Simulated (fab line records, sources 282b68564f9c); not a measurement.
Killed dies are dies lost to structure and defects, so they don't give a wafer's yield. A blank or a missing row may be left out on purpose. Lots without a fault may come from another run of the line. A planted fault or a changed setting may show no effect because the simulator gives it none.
fab line records | flow rit_cmos
record lots=5 wafers=15 last_day=7
route steps=202 shown NLDD@103
lots that met no fault: from a run of the same line without faults
start_h: hours from the record's first day to the start of the lot's first wafer shown | wait_h: hours since the lot's step before | " the same as in the row above | L1.1+2: a row that stands for several wafers | - no value, or no start given | * or withheld: withheld | < > ~ a bound
route shown NAME@n: a module of which the file shows steps, and the number in the route of the first | usual: mean/standard deviation of fault-free wafers | same: alike in all rows | chamber/n: place in a boat | sites: the reading at each site | _std_site: their standard deviation | _edge_site: outer sites' mean less inner sites' | radius_mm: how far each site lies from the wafer's centre | mask NAME#n: copy n | behind: the tool/chamber that last shaped the wafer | hold: why the lot was held/for how many hours/how that ended | device: the transistor (n, p or np) that didn't switch | end of line: the same wafers' tests at the end of the route | a step without rows: its recipe alone | killed: dies lost to structure and defects at the first sort, not the wafer's yield | map: a wafer's dies, x killed, . not, _ none there
set.NAME: the setting as run; set.NAME@STEP: as run at that earlier step | model.NAME: the simulator's own value behind a step, which no gauge read
lots at some steps of the route; a table a step, a row a wafer
services: from which hour (start_h, from the record's first day; less than 0 if before it) a tool's chamber was out of use, for how many hours, and why
## steps
# step RIT_NLDD_HMDS_00
# recipe prime_time_s=60 prime_temp_c=140
# columns lot.wafer tool chamber start_h wait_h
L074.2+3+5 litho_track-01 0 44.07 0.3
L080.3+4+5 litho_track-02 0 72.49 0.1
L081.1+2+6 litho_track-04 0 77.28 0.1
L088.1+3+5 litho_track-04 0 115.84 0.1
L097.3+4+5 litho_track-02 0 158.87 0.1
# step RIT_NLDD_COAT_01
# recipe resist=NOVOLAK spin_rpm=3250 resist_thk_nm=1000
# columns lot.wafer tool chamber start_h wait_h
L074.2+3+5 litho_track-01 0 44.22 0.1
L080.3+4+5 litho_track-02 0 72.64 0.1
L081.1+2+6 litho_track-04 0 77.43 0.1
L088.1+3+5 litho_track-04 0 115.99 0.1
L097.3+4+5 litho_track-02 0 159.02 0.1
# step RIT_NLDD_SOFTBAKE_02
# recipe resist=NOVOLAK temp_c=90 time_s=60
# columns lot.wafer tool chamber start_h wait_h
L074.2+3+5 litho_track-01 0 44.37 0.1
L080.3+4+5 litho_track-02 0 72.79 0.1
L081.1+2+6 litho_track-04 0 77.58 0.1
L088.1+3+5 litho_track-04 0 116.14 0.1
L097.3+4+5 litho_track-02 0 159.17 0.1
# step RIT_NLDD_EXPOSE_03
# recipe mask_id=M7 na=0.57 target_cd_nm=40700 dose_mj=250
# usual focus_offset_nm=0.0/0.52
# same na=0.57
# columns lot.wafer tool chamber start_h wait_h mask focus_offset_nm
L074.2 iline_stepper-02 0 44.51 0.1 M7#0 -0.3
L074.3 " 0 " " M7#0 0.0
L074.5 " 0 " " M7#0 0.5
L080.3 iline_stepper-02 0 73.02 0.2 M7#0 -0.8
L080.4 " 0 " " M7#0 0.0
L080.5 " 0 " " M7#0 0.4
L081.1 iline_stepper-01 0 77.85 0.2 M7#0 -0.2
L081.2 " 0 " " M7#0 -0.5
L081.6 " 0 " " M7#0 0.2
L088.1 iline_stepper-01 0 116.42 0.2 M7#0 0.3
L088.3 " 0 " " M7#0 0.3
L088.5 " 0 " " M7#0 -0.1
L097.3 iline_stepper-02 0 159.30 0.1 M7#0 0.1
L097.4 " 0 " " M7#0 0.3
L097.5 " 0 " " M7#0 0.5
# step RIT_NLDD_PEB_04
# recipe resist=NOVOLAK temp_c=withheld time_s=withheld
# columns lot.wafer tool chamber start_h wait_h
L074.2+3+5 litho_track-01 0 44.63 0.1
L080.3+4+5 litho_track-04 0 73.29 0.2
L081.1+2+6 litho_track-02 0 77.97 0.1
L088.1+3+5 litho_track-01 0 116.54 0.1
L097.3+4+5 litho_track-02 0 159.43 0.1
# step RIT_NLDD_DEVELOP_05
# recipe resist=NOVOLAK develop_time_s=50 dev_temp_c=23
# columns lot.wafer tool chamber start_h wait_h
L074.2+3+5 litho_track-01 0 - -
L080.3+4+5 litho_track-04 0 - -
L081.1+2+6 litho_track-02 0 - -
L088.1+3+5 litho_track-01 0 - -
L097.3+4+5 litho_track-02 0 - -
# step RIT_NLDD_OVL_MEAS_06
# usual NLDD_OVL=-0.6/1.3
# columns lot.wafer tool chamber start_h wait_h NLDD_OVL[nm]
L074.2 overlay-01 - 44.90 - 0.6
L074.3 " - " " 1.4
L074.5 " - " " 1.0
L080.3 overlay-01 - 73.53 - -1.4
L080.4 " - " " -1.8
L080.5 " - " " -0.5
L081.1 overlay-01 - 78.25 - 0.3
L081.2 " - " " 0.6
L081.6 " - " " 2.0
L088.1 overlay-01 - 116.82 - 0.9
L088.3 " - " " 0.4
L088.5 " - " " 0.5
L097.3 overlay-02 - 159.68 - -0.9
L097.4 " - " " -2.5
L097.5 " - " " -2.0
# step RIT_NLDD_HARDBAKE_07
# recipe resist=NOVOLAK temp_c=140 time_s=60
# columns lot.wafer tool chamber start_h wait_h
L074.2+3+5 litho_track-02 0 44.95 0.0
L080.3+4+5 litho_track-04 0 73.61 0.1
L081.1+2+6 litho_track-02 0 78.51 0.3
L088.1+3+5 litho_track-02 0 116.86 0.0
L097.3+4+5 litho_track-01 0 159.75 0.1
# step RIT_NLDD_IMPLANT_08
# recipe species=P energy_kev=20 dose_cm2=5e+14 tilt_deg=7
# usual faraday_current_uA=1572/33
# columns lot.wafer tool chamber start_h wait_h faraday_current_uA
L074.2 implanter-01 0 45.10 0.1 1575
L074.3 " 0 " " 1542
L074.5 " 0 " " 1582
L080.3 implanter-04 0 73.76 0.1 1597
L080.4 " 0 " " 1601
L080.5 " 0 " " 1550
L081.1 implanter-03 0 78.66 0.1 1616
L081.2 " 0 " " 1616
L081.6 " 0 " " 1543
L088.1 implanter-03 0 117.01 0.1 1578
L088.3 " 0 " " 1642
L088.5 " 0 " " 1588
L097.3 implanter-01 0 159.90 0.1 1557
L097.4 " 0 " " 1563
L097.5 " 0 " " 1509
## services
# columns tool chamber start_h hours kind
iline_stepper-01 - 68.59 4.4 pm
iline_stepper-02 - 89.99 1.7 pm
implanter-01 - 107.89 7.4 repair
implanter-04 - 109.03 1.0 repair
iline_stepper-01 - 114.32 1.7 pm
implanter-01 - 125.41 3.2 pm
implanter-03 - 128.68 3.1 repair
implanter-04 - 158.03 3.7 repair
## key
fault none
